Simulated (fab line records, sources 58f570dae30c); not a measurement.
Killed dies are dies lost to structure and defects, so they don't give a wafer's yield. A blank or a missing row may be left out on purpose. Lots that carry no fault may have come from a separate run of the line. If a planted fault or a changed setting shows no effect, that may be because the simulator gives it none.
fab line records | flow berkeley_cmos170
[record] lots = 14 wafers = 42 last_day = 13
route steps=331 shown NWELL@16 NSD@195 M3@330
lots untouched by any fault: they come from a run of this same line in which no faults occurred
start_h: hours from the record's opening day to when the first of the lot's shown wafers began | wait_h: hours elapsed since this lot's preceding step | " unchanged from the row above | L1.1+2: a row that stands for several wafers | - either no value or no given start | * or withheld: withheld | < > ~ a bound
route shown NAME@n: names a module that has steps shown in the file, with the first one's number in the route | usual: average and standard deviation across the fault-free wafers | same: alike in all rows | chamber/n: place in a boat | sites: the reading at each site | _std_site: the values' standard deviation | _edge_site: outer sites' mean less inner sites' | radius_mm: how far each site lies from the wafer's centre | mask NAME#n: copy n | behind: the last tool/chamber to shape the wafer | hold: cause of the lot's hold/its duration in hours/its outcome | device: the n, p or np transistor that did not switch | end of line: tests run on the same wafers once the route is complete | where a step has no rows: the recipe by itself | killed: dies that structure and defects cost at the first sort, which is not the same as the wafer's yield | map: shows each die of a wafer: x if killed, . if not, _ if none is there
set.NAME: setting as actually run; set.NAME@STEP: the setting as run at that earlier step | model.NAME: the simulator's own value behind a step, which no gauge read
route steps across a sampled set of lots; one table per step, one row per wafer
services: a tool's chamber out of use, with start hour (start_h, from the record's first day; less than 0 if before it), hours out, and reason
[[steps]]
[step UCB170_NWELL_THK_MEAS_02]
[recipe] reads = SiO2_of_NWELL_OXIDATION_01
[usual] NWELL_OXIDE_THK = 26.2/0.46
// columns lot.wafer tool chamber start_h wait_h NWELL_OXIDE_THK[nm]
L241.1 film_metro-03 - 25.95 0.0 26.3
L241.2 " - " " 26.7
L241.4 " - " " 25.7
L243.1 film_metro-04 - 35.62 0.0 26.7
L243.4 " - " " 27.0
L243.5 " - " " 26.8
L242.2 film_metro-02 - 35.63 0.0 25.7
L242.4 " - " " 26.0
L242.5 " - " " 25.7
L244.1 film_metro-04 - 42.57 0.0 26.3
L244.3 " - " " 26.6
L244.5 " - " " 26.3
L245.3 film_metro-04 - 49.71 0.0 26.4
L245.4 " - " " 26.4
L245.6 " - " " 26.1
L246.3 film_metro-02 - 49.71 0.0 26.2
L246.5 " - " " 26.3
L246.6 " - " " 26.4
L248.1 film_metro-02 - 62.95 0.0 25.4
L248.2 " - " " 25.8
L248.6 " - " " 25.8
L250.3 film_metro-03 - 76.11 0.0 26.5
L250.4 " - " " 26.8
L250.6 " - " " 26.8
L253.3 film_metro-03 - 84.90 0.0 25.1
L253.4 " - " " 25.1
L253.5 " - " " 25.1
L256.1 film_metro-02 - 104.98 0.0 26.2
L256.3 " - " " 26.1
L256.4 " - " " 26.3
L258.2 film_metro-04 - 114.27 0.0 25.5
L258.3 " - " " 25.6
L258.5 " - " " 25.9
L260.2 film_metro-02 - 119.87 0.0 26.5
L260.4 " - " " 26.7
L260.6 " - " " 26.6
L261.1 film_metro-02 - 129.59 0.0 26.6
L261.5 " - " " 26.7
L261.6 " - " " 26.5
L262.2 film_metro-03 - 134.92 0.0 26.3
L262.3 " - " " 26.2
L262.6 " - " " 26.6
[step UCB170_NWELL_STRIP_15]
[recipe] chemistry = O2 power_w = 400 pressure_mtorr = 3500 platen_temp_c = withheld o2_flow_sccm = 400 overash_fraction = 0.5
[usual] drypump_motor_current_A = 5.6/0.56 oes_product_au = 0.721/0.0044 strip_time_to_endpoint_s = 18.20/0.081
// columns lot.wafer tool chamber start_h wait_h drypump_motor_current_A oes_product_au rf_hours_counter_h strip_time_to_endpoint_s
L241.1 plasma_asher-02 0 34.69 0.1 6.7 0.722 25 18.15
L241.2 " 1 " " 6.1 0.725 25 18.17
L241.4 " 1 " " 6.0 0.718 - 18.26
L242.2 plasma_asher-01 0 45.12 0.1 5.0 0.728 28 18.20
L242.4 " 0 " " 5.0 0.721 - 18.24
L242.5 " 0 " " 5.0 0.723 - 18.20
L243.1 plasma_asher-01 1 45.36 0.1 5.6 0.725 28 18.06
L243.4 " 1 " " 5.6 0.725 - 18.18
L243.5 " 1 " " 5.6 0.718 - 18.27
L244.1 plasma_asher-02 0 52.07 0.2 6.7 0.717 27 18.08
L244.3 " 0 " " 6.7 0.713 - 18.16
L244.5 " 0 " " 6.7 0.719 - 18.17
L245.3 plasma_asher-02 1 57.57 0.1 6.0 0.717 - 18.19
L245.4 " 0 " " 6.7 0.715 - 18.16
L245.6 " 1 " " 6.0 0.712 - 18.21
L246.3 plasma_asher-01 1 57.74 0.1 5.6 0.722 - 18.10
L246.5 " 0 " " 5.0 0.721 - 18.13
L246.6 " 1 " " 5.6 0.720 - 18.29
L248.1 plasma_asher-02 0 71.98 0.1 6.7 0.719 31 18.10
L248.2 " 1 " " 6.1 0.718 31 18.24
L248.6 " 1 " " 6.0 0.728 - 18.29
L250.3 plasma_asher-03 0 82.02 0.1 5.7 0.721 - 18.16
L250.4 " 1 " " 5.1 0.721 - 18.21
L250.6 " 0 " " 5.7 0.726 - 18.20
L253.3 plasma_asher-03 0 98.12 0.1 5.7 0.725 - 18.28
L253.4 " 1 " " 5.1 0.731 - 18.40
L253.5 " 0 " " 5.8 0.722 - 18.35
L256.1 plasma_asher-02 1 115.49 0.1 6.0 0.719 36 18.14
L256.3 " 0 " " 6.7 0.723 - 18.08
L256.4 " 1 " " 6.0 0.713 - 18.23
L258.2 plasma_asher-03 0 122.62 0.1 5.8 0.725 33 18.14
L258.3 " 0 " " 5.8 0.719 - 18.39
L258.5 " 0 " " 5.8 0.720 - 18.17
L260.2 plasma_asher-02 0 128.00 0.1 6.7 0.718 38 18.15
L260.4 " 0 " " 6.7 0.715 - 18.23
L260.6 " 1 " " 6.1 0.712 - 18.24
L261.1 plasma_asher-03 1 138.71 0.1 5.1 0.718 35 18.18
L261.5 " 0 " " 5.7 0.718 - 18.15
L261.6 " 1 " " 5.1 0.717 - 18.13
L262.2 plasma_asher-01 1 145.10 0.1 5.6 0.720 42 18.06
L262.3 " 0 " " 5.0 0.719 - 18.13
L262.6 " 1 " " 5.6 0.723 - 18.09
[step UCB170_NSD_IMPLANT_08]
[recipe] species = P dose_cm2 = 3e+15 energy_kev = 40 tilt_deg = 7
[usual] beam_on_s = 10.00/0.2 faraday_current_uA = 9257/190
[same] implant_ion_amu = 31
// columns lot.wafer tool chamber start_h wait_h beam_on_s faraday_current_uA
L243.1 implanter-01 0 163.88 0.0 9.85 9409
L243.4 " 0 " " 10.01 9224
L243.5 " 0 " " 9.88 9321
L242.2 implanter-04 0 164.45 0.0 10.01 9275
L242.4 " 0 " " 10.10 9179
L242.5 " 0 " " 9.98 9276
L241.1 implanter-01 0 164.70 0.0 9.86 9373
L241.2 " 0 " " 10.17 9073
L241.4 " 0 " " 9.46 9748
L244.1 implanter-04 0 180.48 0.0 9.82 9432
L244.3 " 0 " " 10.18 9062
L244.5 " 0 " " 9.81 9454
L245.3 implanter-03 0 180.65 0.1 10.32 9000
L245.4 " 0 " " 9.73 9484
L245.6 " 0 " " 9.70 9514
L246.3 implanter-04 0 180.77 0.1 9.87 9387
L246.5 " 0 " " 10.06 9225
L246.6 " 0 " " 9.79 9445
L248.1 implanter-01 0 203.24 0.0 10.20 9109
L248.2 " 0 " " 10.09 9210
L248.6 " 0 " " 9.78 9471
L250.3 implanter-03 0 203.24 0.1 9.98 9266
L250.4 " 0 " " 9.97 9297
L250.6 " 0 " " 10.00 9253
L253.3 implanter-04 0 226.91 0.1 10.22 9050
L253.4 " 0 " " 9.89 9371
L253.5 " 0 " " 10.06 9150
L256.1 implanter-03 0 251.20 0.0 7.80 11898
L256.3 " 0 " " 7.80 11845
L256.4 " 0 " " 7.89 11757
L258.2 implanter-03 0 257.70 0.0 7.69 12048
L258.3 " 0 " " 7.63 12052
L258.5 " 0 " " 7.77 11939
L260.2 implanter-01 0 257.94 0.0 10.34 8983
L260.4 " 0 " " 9.70 9527
L260.6 " 0 " " 10.08 9179
L262.2 implanter-04 0 276.73 0.0 9.57 9642
L262.3 " 0 " " 10.02 9240
L262.6 " 0 " " 9.96 9231
L261.1 implanter-01 0 277.01 0.0 10.05 9244
L261.5 " 0 " " 9.86 9375
L261.6 " 0 " " 9.93 9355
[step UCB170_NSD_STRIP_09]
[recipe] chemistry = O2 power_w = 400 pressure_mtorr = 3500 platen_temp_c = withheld o2_flow_sccm = 400 overash_fraction = 0.5
[usual] drypump_motor_current_A = 5.5/0.37 oes_product_au = 0.534/0.0051 strip_time_to_endpoint_s = 35.84/0.068
// columns lot.wafer tool chamber start_h wait_h drypump_motor_current_A oes_product_au rf_hours_counter_h strip_time_to_endpoint_s
L243.1 plasma_asher-03 0 164.03 0.1 5.7 0.529 38 35.94
L243.4 " 0 " " 5.8 0.539 - 35.90
L243.5 " 0 " " 5.7 0.531 - 35.84
L242.2 plasma_asher-03 1 164.58 0.1 5.1 0.539 38 35.94
L242.4 " 0 " " 5.7 0.532 - 35.93
L242.5 " 1 " " 5.1 0.527 - 35.90
L241.1 plasma_asher-04 1 164.85 0.1 5.5 0.543 6 35.78
L241.2 " 0 " " 6.1 0.523 6 35.77
L241.4 " 1 " " 5.5 0.539 - 35.77
L244.1 plasma_asher-01 1 180.63 0.1 5.6 0.541 46 35.69
L244.3 " 0 " " 5.0 0.536 - 35.75
L244.5 " 0 " " 5.0 0.536 - 35.70
L245.3 plasma_asher-04 0 180.78 0.1 6.1 0.529 - 35.85
L245.4 " 1 " " 5.5 0.528 - 35.91
L245.6 " 1 " " 5.5 0.531 - 35.87
L246.3 plasma_asher-03 0 180.90 0.1 5.8 0.532 - 35.87
L246.5 " 0 " " 5.8 0.552 - 35.90
L246.6 " 1 " " 5.1 0.537 - 35.87
L250.3 plasma_asher-03 0 203.38 0.1 5.8 0.532 - 35.83
L250.4 " 1 " " 5.1 0.530 - 35.78
L250.6 " 1 " " 5.1 0.541 - 35.82
L248.1 plasma_asher-01 1 203.39 0.1 5.6 0.536 48 35.76
L248.2 " 0 " " 5.0 0.529 48 35.74
L248.6 " 0 " " 5.0 0.540 - 35.68
L253.3 plasma_asher-03 0 227.04 0.1 5.8 0.544 - 35.92
L253.4 " 1 " " 5.1 0.537 - 35.85
L253.5 " 1 " " 5.1 0.543 - 35.88
L256.1 plasma_asher-01 1 251.35 0.1 5.6 0.560 53 33.38
L256.3 " 1 " " 5.6 0.563 - 33.42
L256.4 " 0 " " 5.0 0.559 - 33.40
L258.2 plasma_asher-03 1 257.83 0.1 5.1 0.560 48 33.44
L258.3 " 0 " " 5.7 0.561 - 33.48
L258.5 " 0 " " 5.7 0.558 - 33.37
L260.2 plasma_asher-04 0 258.07 0.1 6.1 0.528 16 35.79
L260.4 " 0 " " 6.0 0.535 - 35.78
L260.6 " 0 " " 6.1 0.535 - 35.82
L262.2 plasma_asher-01 0 276.85 0.1 5.0 0.543 56 35.96
L262.3 " 1 " " 5.6 0.530 - 35.87
L262.6 " 1 " " 5.6 0.533 - 35.92
L261.1 plasma_asher-04 1 277.16 0.1 5.5 0.530 18 35.79
L261.5 " 1 " " 5.5 0.545 - 35.88
L261.6 " 0 " " 6.0 0.535 - 35.88
[step UCB170_NSD_TW_MEAS_10]
[usual] NSD_TW = 4187/31
// columns lot.wafer tool chamber start_h wait_h NSD_TW
L243.1 film_metro-03 - 164.13 0.1 4171
L243.4 " - " " 4164
L243.5 " - " " 4171
L242.2 film_metro-01 - 164.69 0.1 4215
L242.4 " - " " 4211
L242.5 " - " " 4217
L241.1 film_metro-01 - 164.95 0.1 4221
L241.2 " - " " 4217
L241.4 " - " " 4235
L244.1 film_metro-01 - 180.73 0.1 4222
L244.3 " - " " 4237
L244.5 " - " " 4242
L245.3 film_metro-04 - 180.87 0.1 4217
L245.4 " - " " 4207
L245.6 " - " " 4200
L246.3 film_metro-03 - 180.99 0.1 4188
L246.5 " - " " 4204
L246.6 " - " " 4198
L250.3 film_metro-04 - 203.46 0.1 4183
L250.4 " - " " 4204
L250.6 " - " " 4184
L248.1 film_metro-03 - 203.49 0.1 4227
L248.2 " - " " 4230
L248.6 " - " " 4204
L253.3 film_metro-03 - 227.13 0.1 4198
L253.4 " - " " 4197
L253.5 " - " " 4210
L256.1 film_metro-01 - 251.45 0.1 4131
L256.3 " - " " 4095
L256.4 " - " " 4097
L258.2 film_metro-04 - 257.94 0.1 4030
L258.3 " - " " 3993
L258.5 " - " " 4032
L260.2 film_metro-03 - 258.18 0.1 4183
L260.4 " - " " 4186
L260.6 " - " " 4182
L262.2 film_metro-01 - 276.96 0.1 4172
L262.3 " - " " 4193
L262.6 " - " " 4190
L261.1 film_metro-03 - 277.26 0.1 4183
L261.5 " - " " 4178
L261.6 " - " " 4165
[step UCB170_SDANNEAL_RS_MEAS_03]
[recipe] thk_meas_gauge = four-point-probe
[usual] NSD_RS = 37.24/0.09
// columns lot.wafer tool chamber start_h wait_h NSD_RS[ohm/sq]
L243.1 film_metro-01 - 165.80 0.1 37.18
L243.4 " - " " 37.37
L243.5 " - " " 37.24
L242.2 film_metro-03 - 166.08 0.1 37.35
L242.4 " - " " 37.26
L242.5 " - " " 37.34
L241.1 film_metro-04 - 166.42 0.1 37.25
L241.2 " - " " 37.31
L241.4 " - " " 37.22
L244.1 film_metro-04 - 182.07 0.1 37.34
L244.3 " - " " 37.31
L244.5 " - " " 37.36
L245.3 film_metro-03 - 182.24 0.1 37.22
L245.4 " - " " 37.19
L245.6 " - " " 37.25
L246.3 film_metro-01 - 182.56 0.1 37.14
L246.5 " - " " 37.20
L246.6 " - " " 37.17
L250.3 film_metro-03 - 204.83 0.1 37.28
L250.4 " - " " 37.41
L250.6 " - " " 37.32
L248.1 film_metro-01 - 205.12 0.1 37.15
L248.2 " - " " 37.21
L248.6 " - " " 37.28
L253.3 film_metro-01 - 228.56 0.1 37.28
L253.4 " - " " 37.22
L253.5 " - " " 37.23
L256.1 film_metro-01 - 254.60 0.1 42.74
L256.3 " - " " 42.79
L256.4 " - " " 42.62
L258.2 film_metro-04 - 259.21 0.1 42.81
L258.3 " - " " 42.71
L258.5 " - " " 42.79
L260.2 film_metro-01 - 259.39 0.1 37.10
L260.4 " - " " 37.08
L260.6 " - " " 36.98
L262.2 film_metro-01 - 278.53 0.1 37.21
L262.3 " - " " 37.11
L262.6 " - " " 37.27
L261.1 film_metro-04 - 278.70 0.1 37.28
L261.5 " - " " 37.09
L261.6 " - " " 37.24
[step UCB170_M3_BOW_MEAS_20]
[recipe] mode = bow
[usual] M3_BOW = 38/7.2
// columns lot.wafer tool chamber start_h wait_h M3_BOW[um]
L243.1 film_metro-01 - 189.46 0.1 35
L243.4 " - " " 45
L243.5 " - " " 24
L241.1 film_metro-01 - 190.88 0.1 31
L241.2 " - " " 28
L241.4 " - " " 48
L242.2 film_metro-03 - 192.69 0.1 37
L242.4 " - " " 26
L242.5 " - " " 37
L244.1 film_metro-01 - 202.33 0.1 37
L244.3 " - " " 26
L244.5 " - " " 30
L246.3 film_metro-01 - 204.33 0.1 31
L246.5 " - " " 17
L246.6 " - " " 40
L245.3 film_metro-04 - 206.08 0.1 33
L245.4 " - " " 32
L245.6 " - " " 43
L250.3 film_metro-04 - 226.32 0.1 41
L250.4 " - " " 40
L250.6 " - " " 42
L248.1 film_metro-01 - 226.81 0.1 45
L248.2 " - " " 32
L248.6 " - " " 41
L253.3 film_metro-04 - 249.26 0.1 36
L253.4 " - " " 36
L253.5 " - " " 45
L256.1 film_metro-04 - 279.06 0.1 37
L256.3 " - " " 43
L256.4 " - " " 40
L258.2 film_metro-01 - 284.93 0.1 36
L258.3 " - " " 33
L258.5 " - " " 44
L260.2 film_metro-01 - 285.59 0.1 51
L260.4 " - " " 34
L260.6 " - " " 40
L261.1 film_metro-04 - 300.16 0.1 38
L261.5 " - " " 44
L261.6 " - " " 35
L262.2 film_metro-03 - 306.83 0.1 38
L262.3 " - " " 33
L262.6 " - " " 37
[[services]]
// columns tool chamber start_h hours kind
plasma_asher-03 - 20.38 53.5 repair
implanter-01 - 20.93 3.5 pm
plasma_asher-01 - 31.23 0.4 repair
plasma_asher-04 - 31.68 6.9 repair
plasma_asher-04 - 60.52 2.8 pm
plasma_asher-04 - 97.29 3.2 repair
implanter-04 - 97.43 1.4 repair
implanter-01 - 98.42 1.2 repair
implanter-03 - 106.71 2.8 repair
plasma_asher-04 - 108.75 9.0 pm
plasma_asher-04 0 108.75 9.0 vent_cycle
plasma_asher-04 1 108.75 9.0 vent_cycle
plasma_asher-04 0 117.75 - clean
plasma_asher-04 1 117.75 - clean
plasma_asher-03 - 131.13 5.6 repair
implanter-01 - 133.78 3.1 repair
implanter-04 - 150.00 4.1 pm
implanter-01 - 179.49 2.7 repair
implanter-03 - 186.49 3.3 repair
plasma_asher-01 - 186.51 3.5 repair
implanter-03 - 211.38 1.7 repair
implanter-03 - 261.48 4.9 pm
[[key]]
[first_sign] step = UCB170_NSD_IMPLANT_08 reading = faraday_current_uA direction = up sigmas = 14 usual = 9257 struck = 11923
[effect] step = UCB170_NSD_IMPLANT_08 reading = beam_on_s direction = down sigmas = 11 usual = 10.00 struck = 7.76
[effect] step = UCB170_NSD_STRIP_09 reading = strip_time_to_endpoint_s direction = down sigmas = 36 usual = * struck = *
[effect] step = UCB170_NSD_TW_MEAS_10 reading = NSD_TW direction = down sigmas = 4.1 usual = 4187 struck = 4063
[effect] step = UCB170_SDANNEAL_RS_MEAS_03 reading = NSD_RS direction = up sigmas = 61 usual = 37.24 struck = 42.74
met_at UCB170_NSD_IMPLANT_08
struck_lots L256,L258
tester_left_out L256,L258
not_acting_at UCB170_NWELL_THK_MEAS_02,UCB170_NWELL_STRIP_15,UCB170_M3_BOW_MEAS_20
onset_between 203.24 251.20
[fault] kind = process_parameter_drift tool = implanter-03 chamber = - onset_h = 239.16 steps = UCB170_NSD_IMPLANT_08 channel = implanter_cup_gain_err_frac offset = 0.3 shape = step end_h = 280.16
// tester_left_out: of these lots the tester's yield and bins aren't shown, on N5 and GAA mostly nor the transistor test; their killed dies are dies lost to structure and defects alone, not to doping, threshold or leakage, so they don't give the yield
